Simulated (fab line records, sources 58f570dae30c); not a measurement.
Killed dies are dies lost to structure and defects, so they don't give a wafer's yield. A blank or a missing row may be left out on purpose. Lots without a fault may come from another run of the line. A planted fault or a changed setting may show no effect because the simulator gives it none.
Which tool did it? | flow berkeley_cmos170 | 15 lots, 45 wafers sampled, at 7 steps of a route of 331

WHAT THE GAUGES READ, wafer by wafer
UCB170_START_BOW_MEAS_00.
lot  | measured    | on            | INCOMING_BOW (um)
L501 | day 1 10:00 | film_metro-01 | 1 0 -11
L502 | day 1 15:02 | film_metro-04 | -4 1 -7
L503 | day 1 20:01 | film_metro-03 | 5 2 -6
L504 | day 2 01:00 | film_metro-03 | -20 4 5
L505 | day 2 06:00 | film_metro-03 | -6 1 -13
L506 | day 2 11:00 | film_metro-04 | -6 -6 1
L508 | day 2 21:01 | film_metro-04 | -4 11 3
L510 | day 3 07:01 | film_metro-01 | 10 -4 -10
L512 | day 3 17:02 | film_metro-01 | 13 -5 1
L516 | day 4 13:00 | film_metro-04 | -4 -8 -14
L517 | day 4 18:02 | film_metro-01 | -8 -6 -1
L518 | day 4 23:00 | film_metro-04 | 10 -2 5
L520 | day 5 09:00 | film_metro-01 | 1 6 0
L521 | day 5 14:00 | film_metro-01 | 4 3 3
L522 | day 5 19:02 | film_metro-04 | -3 -2 0

UCB170_PWELL_TW_MEAS_17.
lot  | measured    | on            | PWELL_TW
L501 | day 3 11:01 | film_metro-02 | 379.8 380.0 382.8
L502 | day 3 10:58 | film_metro-04 | 377.8 376.4 376.7
L503 | day 3 21:18 | film_metro-04 | 378.2 377.0 376.6
L504 | day 4 06:08 | film_metro-02 | 381.6 383.6 380.0
L505 | day 4 05:52 | film_metro-04 | 380.1 381.1 379.7
L506 | day 4 06:48 | film_metro-04 | 381.3 381.8 381.1
L508 | day 4 14:14 | film_metro-02 | 380.8 377.1 380.9
L510 | day 5 07:53 | film_metro-04 | 382.9 381.3 381.1
L512 | day 5 08:10 | film_metro-04 | 382.0 380.8 381.0
L516 | day 6 17:26 | film_metro-02 | 377.5 379.8 378.9
L517 | day 6 17:14 | film_metro-03 | 372.3 376.0 374.8
L518 | day 7 00:05 | film_metro-02 | 379.9 377.8 377.3
L520 | day 7 00:42 | film_metro-04 | 381.0 381.3 378.9
L521 | day 7 20:50 | film_metro-02 | 377.0 377.3 376.3
L522 | day 7 20:55 | film_metro-03 | 375.9 376.1 378.5

UCB170_SACOX_THK_MEAS_02.
lot  | measured     | on            | SACOX_OXIDE_THK (nm)
L501 | day 5 18:56  | film_metro-03 | 14.45 14.32 14.53
L502 | day 5 18:53  | film_metro-01 | 14.72 14.67 14.50
L503 | day 6 02:04  | film_metro-01 | 14.14 14.15 13.89
L504 | day 6 13:28  | film_metro-02 | 14.55 14.54 14.79
L505 | day 6 13:28  | film_metro-03 | 14.81 14.50 14.66
L506 | day 6 13:28  | film_metro-01 | 14.15 14.51 14.32
L508 | day 7 03:41  | film_metro-01 | 14.23 14.37 14.16
L510 | day 7 22:17  | film_metro-02 | 14.21 14.64 14.48
L512 | day 7 22:17  | film_metro-03 | 14.44 14.46 14.70
L516 | day 9 00:40  | film_metro-03 | 13.89 13.89 13.73
L517 | day 9 00:43  | film_metro-02 | 13.99 13.97 14.48
L518 | day 9 00:44  | film_metro-03 | 14.69 14.74 14.90
L520 | day 9 00:44  | film_metro-01 | 14.35 14.31 14.16
L521 | day 10 02:57 | film_metro-01 | 14.32 14.51 14.84
L522 | day 10 03:02 | film_metro-01 | 14.49 14.56 14.33

UCB170_NSD_TW_MEAS_10.
lot  | measured     | on            | NSD_TW
L501 | day 7 16:46  | film_metro-01 | 4323 4296 4295
L502 | day 7 16:20  | film_metro-03 | 4175 4124 4148
L503 | day 7 22:26  | film_metro-04 | 4205 4199 4197
L504 | day 8 15:07  | film_metro-04 | 4197 4204 4186
L505 | day 8 15:14  | film_metro-03 | 4199 4184 4200
L506 | day 8 14:55  | film_metro-04 | 4197 4205 4203
L508 | day 8 21:46  | film_metro-01 | 4553 4571 4584 4539 4570 4568
L510 | day 9 11:31  | film_metro-04 | 4455 4477 4456 4447 4469 4456
L512 | day 9 11:18  | film_metro-03 | 4396 4388 4381
L516 | day 11 00:10 | film_metro-03 | 4122 4133 4156
L517 | day 10 23:35 | film_metro-04 | 4217 4207 4218
L518 | day 10 23:50 | film_metro-03 | 4157 4133 4155
L520 | day 11 00:17 | film_metro-01 | 4267 4268 4265
L521 | day 11 22:41 | film_metro-04 | 4245 4220 4208
L522 | day 11 22:50 | film_metro-01 | 4259 4223 4269

UCB170_SDANNEAL_RS_MEAS_03: measures by four-point-probe.
lot  | measured     | on            | NSD_RS (ohm/sq)
L501 | day 7 17:58  | film_metro-01 | 37.28 37.34 37.39
L502 | day 7 17:49  | film_metro-03 | 37.38 37.26 37.36
L503 | day 8 01:47  | film_metro-04 | 37.22 37.19 37.22
L504 | day 8 16:41  | film_metro-03 | 37.31 37.32 37.37
L505 | day 8 16:41  | film_metro-04 | 37.24 37.13 37.03
L506 | day 8 16:08  | film_metro-04 | 37.26 37.18 37.39
L508 | day 9 03:36  | film_metro-03 | 35.10 35.11 35.20 35.04 35.22 35.15
L510 | day 9 14:31  | film_metro-04 | 35.20 35.12 35.15 35.14 35.14 35.17
L512 | day 9 12:43  | film_metro-03 | 35.30 35.27 35.28 35.26 35.20 35.30
L516 | day 11 01:22 | film_metro-04 | 37.30 37.35 37.29
L517 | day 11 00:52 | film_metro-04 | 37.44 37.29 37.40
L518 | day 11 01:02 | film_metro-01 | 37.36 37.30 37.34
L520 | day 11 01:31 | film_metro-01 | 37.40 37.32 37.49
L521 | day 11 23:54 | film_metro-04 | 37.29 37.14 37.29
L522 | day 12 00:06 | film_metro-03 | 37.27 37.22 37.30

WHICH TOOL RAN EACH LOT (tool, then ch and the chambers of the sampled wafers, then the start)
lot  | UCB170_NSD_IMPLANT_08           | UCB170_NSD_STRIP_09
L501 | implanter-02 ch 0, day 7 16:31  | plasma_asher-01 ch 0,1, day 7 16:40
L502 | implanter-01 ch 0, day 7 16:07  | plasma_asher-01 ch 0,1, day 7 16:15
L503 | implanter-02 ch 0, day 7 22:12  | plasma_asher-04 ch 0, day 7 22:20
L504 | implanter-02 ch 0, day 8 14:52  | plasma_asher-01 ch 0,1, day 8 15:01
L505 | implanter-01 ch 0, day 8 14:59  | plasma_asher-04 ch 0, day 8 15:08
L506 | implanter-03 ch 0, day 8 14:40  | plasma_asher-02 ch 0,1, day 8 14:49
L508 | implanter-01 ch 0, day 8 21:31  | plasma_asher-01 ch 0, day 8 21:39
L510 | implanter-01 ch 0, day 9 11:17  | plasma_asher-04 ch 0,1, day 9 11:24
L512 | implanter-01 ch 0, day 9 11:05  | plasma_asher-01 ch 0,1, day 9 11:13
L516 | implanter-03 ch 0, day 10 23:55 | plasma_asher-04 ch 0,1, day 11 00:04
L517 | implanter-03 ch 0, day 10 23:22 | plasma_asher-01 ch 0,1, day 10 23:30
L518 | implanter-02 ch 0, day 10 23:35 | plasma_asher-02 ch 1, day 10 23:44
L520 | implanter-02 ch 0, day 11 00:02 | plasma_asher-02 ch 0,1, day 11 00:11
L521 | implanter-03 ch 0, day 11 22:26 | plasma_asher-02 ch 0,1, day 11 22:35
L522 | implanter-02 ch 0, day 11 22:37 | plasma_asher-01 ch 0,1, day 11 22:44
- UCB170_NSD_IMPLANT_08
- UCB170_NSD_STRIP_09: strips in O2.

WHAT THE TOOLS THEMSELVES READ (means of the sampled wafers that have a number; where no wafer has one, the mark that the record gives instead)
UCB170_NSD_IMPLANT_08.
lot  | tool         | beam_energy_keV
L501 | implanter-02 | 39.994
L502 | implanter-01 | 39.986
L503 | implanter-02 | 40.000
L504 | implanter-02 | 40.000
L505 | implanter-01 | 40.006
L506 | implanter-03 | 40.007
L508 | implanter-01 | 48.804
L510 | implanter-01 | 48.805
L512 | implanter-01 | 48.797
L516 | implanter-03 | 40.015
L517 | implanter-03 | 39.991
L518 | implanter-02 | 39.999
L520 | implanter-02 | 39.994
L521 | implanter-03 | 40.013
L522 | implanter-02 | 40.000

UCB170_NSD_STRIP_09.
lot  | tool            | drypump_motor_current_A (A) | oes_product_au (a.u.) | strip_time_to_endpoint_s (s)
L501 | plasma_asher-01 | 5.3                         | 0.535                 | 35.91
L502 | plasma_asher-01 | 5.0                         | 0.531                 | 35.77
L503 | plasma_asher-04 | 5.8                         | 0.536                 | 35.90
L504 | plasma_asher-01 | 5.3                         | 0.531                 | 35.85
L505 | plasma_asher-04 | 5.7                         | 0.534                 | 35.92
L506 | plasma_asher-02 | 6.0                         | 0.537                 | 35.97
L508 | plasma_asher-01 | 4.9                         | 0.507                 | 39.00
L510 | plasma_asher-04 | 5.5                         | 0.507                 | 38.97
L512 | plasma_asher-01 | 5.0                         | 0.514                 | 38.89
L516 | plasma_asher-04 | 5.5                         | 0.532                 | 35.69
L517 | plasma_asher-01 | 5.1                         | 0.533                 | 35.64
L518 | plasma_asher-02 | 6.1                         | 0.536                 | 35.80
L520 | plasma_asher-02 | 6.0                         | 0.533                 | 35.80
L521 | plasma_asher-02 | 6.0                         | 0.534                 | 35.74
L522 | plasma_asher-01 | 5.3                         | 0.539                 | 35.83

THE ANSWER, worked out from the rows above alone
Rule: what is usual is taken from the lots themselves. Put in order of their means at a reading, lots are off if they are a third of the lots or fewer, leave a main group of 4 or more, and stand apart from it by a gap of 3 or more times the standard deviation of the main group's means; of several such gaps the widest counts. A main group whose means are all the same, to the digits that the tables above print for the reading, isn't used. A lot without any number at a reading at which 4 lots or more have one is off too. The other lots that the step has rows for count as sound. The gauges are gone through in route order, then the tools' own readings, and for those a lot's mean is taken as printed above. The first step at which some lot is off is used, and at that step the reading that is off furthest; a lot without a number counts as furthest.
Off: L508, L510, L512, at UCB170_SDANNEAL_RS_MEAS_03 (NSD_RS). The main group: mean 37.30 ohm/sq, standard deviation 0.072.
A tool fits if, at a process step before that reading, it ran every lot that is off, and no sound lot after the first of them. The gauges at UCB170_SDANNEAL_RS_MEAS_03 aren't tried: what is off there is off at UCB170_NSD_IMPLANT_08 too, on other tools, and a gauge's error can't cause that. One fits: implanter-01 at UCB170_NSD_IMPLANT_08. Its last sound lot is L505 (day 8 14:59), its first lot that is off L508 (day 8 21:31): a fault that began between those two fits.
The tool's own readings at UCB170_NSD_IMPLANT_08 bear it out: on the lots that are off they differ by more than 5 times the standard deviation of the sound lots' means. beam_energy_keV reads 48.802 there against 40.000 on the sound lots.

WHAT THE SIMULATOR HAD PUT IN
Process parameter drift: implanter-01, from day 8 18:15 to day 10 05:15, at UCB170_NSD_IMPLANT_08. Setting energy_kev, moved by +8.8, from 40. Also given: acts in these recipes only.
Lots struck among those shown: L508, L510, L512. The rule above found the same.
